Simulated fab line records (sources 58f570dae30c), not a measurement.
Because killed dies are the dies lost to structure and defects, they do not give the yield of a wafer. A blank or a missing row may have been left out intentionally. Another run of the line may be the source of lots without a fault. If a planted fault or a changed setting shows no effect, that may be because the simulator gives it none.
Comparing a struck lot with a sound one ; flow berkeleyCmos170 ; 19 out of 331 route steps
Sound: the wafers L384.1, L384.2, L384.6. The struck wafers were L392.1, L392.2, L392.4. The cause is named last.
Per side, at each step with rows, come the tool, then ch with its chambers, and then its first start. Under that, the readings that differ: sound wafers ; struck wafers ; difference of the means ; sigmas: that difference in standard deviations of wafers without a fault.
alike: words and numbers the same on both sides, and readings whose means are apart by under 2 such deviations; not compared: readings that were withheld, readings missing a value for some wafer, numbers with overlapping values and no deviation given by the record, and bounds like >300 which may hide the same value.
A row with sigmas, a row that says differs or no value, or rows on one side alone: a step with any of these is where the two part. Numbers that have no deviation but don't overlap get no sigmas and don't part them. A reading that every wafer of one side lacks parts them only if that side has two wafers or more.

first, 5 steps without rows for these wafers: UCB170_ACTIVE_COAT_08 (resist thk 900 nm); UCB170_ACTIVE_SOFTBAKE_09 (time 60 s); UCB170_ACTIVE_EXPOSE_10 (exposes mask ACTIVE, target cd 1200 nm); UCB170_ACTIVE_PEB_11; UCB170_ACTIVE_DEVELOP_12 (develop time 45 s).
UCB170_ACTIVE_CD_MEAS_13 targets a cd of 1200 nm.
  struck on cdSem-01, day 7 14:47; sound on cdSem-01, day 6 07:02
  alike: cdNm
UCB170_ACTIVE_OVL_MEAS_14:
  struck on overlay-01, day 7 14:55; sound on overlay-01, day 6 07:09
  alike: ACTIVE_OVL
UCB170_ACTIVE_ETCH_15: etches Si3N4 in CH3F/Ar/O2, stops on SiO2, target depth 242 nm, time 151 s.
  sound on rieDiel-04 ch 1,2, day 6 07:11; struck on rieDiel-02 ch 0,1,2, day 7 14:57
  alike: drypumpMotorCurrentA, mfcArSccm, oesProductAu, rfFwdPowerW, throttleValvePct
  not compared: rfHoursCounterH
UCB170_ACTIVE_STRIP_16: strips in O2.
  sound on plasmaAsher-02 ch 0,1, day 6 07:17; struck on plasmaAsher-04 ch 0,1, day 7 15:03
  alike: drypumpMotorCurrentA, oesProductAu, stripTimeToEndpointS
  not compared: rfHoursCounterH
UCB170_ACTIVE_CD_MEAS_90 targets a cd of 1200 nm.
  struck on cdSem-02, day 7 15:09; sound on cdSem-02, day 6 07:23
  alike: cdNm
then, 2 steps without rows for these wafers: UCB170_ACTIVE_CLEAN_17 (cleans in SPM, time 600 s); UCB170_PFIELD_HMDS_00 (prime time 60 s).
UCB170_PFIELD_COAT_01: resist thk 900 nm.
  sound on lithoTrack-04 ch 0, day 6 08:53; struck on lithoTrack-04, day 7 15:40
  no value came back on the struck wafers for chillPlateTempC (C), dispensePressureKPa (kPa); on the sound wafers chillPlateTempC (C) reads 22.97 22.92 23.15
then, 4 steps without rows for these wafers: UCB170_PFIELD_SOFTBAKE_02 (time 60 s); UCB170_PFIELD_EXPOSE_03 (exposes mask PFIELD, target cd 1500 nm); UCB170_PFIELD_PEB_04; UCB170_PFIELD_DEVELOP_05 (develop time 45 s).
UCB170_PFIELD_OVL_MEAS_06:
  struck on overlay-01, day 7 17:14; sound on overlay-01, day 6 10:19
reading;sound;struck;difference;sigmas
PFIELD_OVL (nm);17 5 8;- - -;no value on the struck wafers;
following that, these wafers have no rows for 1 step: UCB170_PFIELD_IMPLANT_07.

WHERE THEY PART
Last at UCB170_PFIELD_OVL_MEAS_06 as far as this record goes, first at UCB170_PFIELD_COAT_01.

WHY: what had been put in by the simulator
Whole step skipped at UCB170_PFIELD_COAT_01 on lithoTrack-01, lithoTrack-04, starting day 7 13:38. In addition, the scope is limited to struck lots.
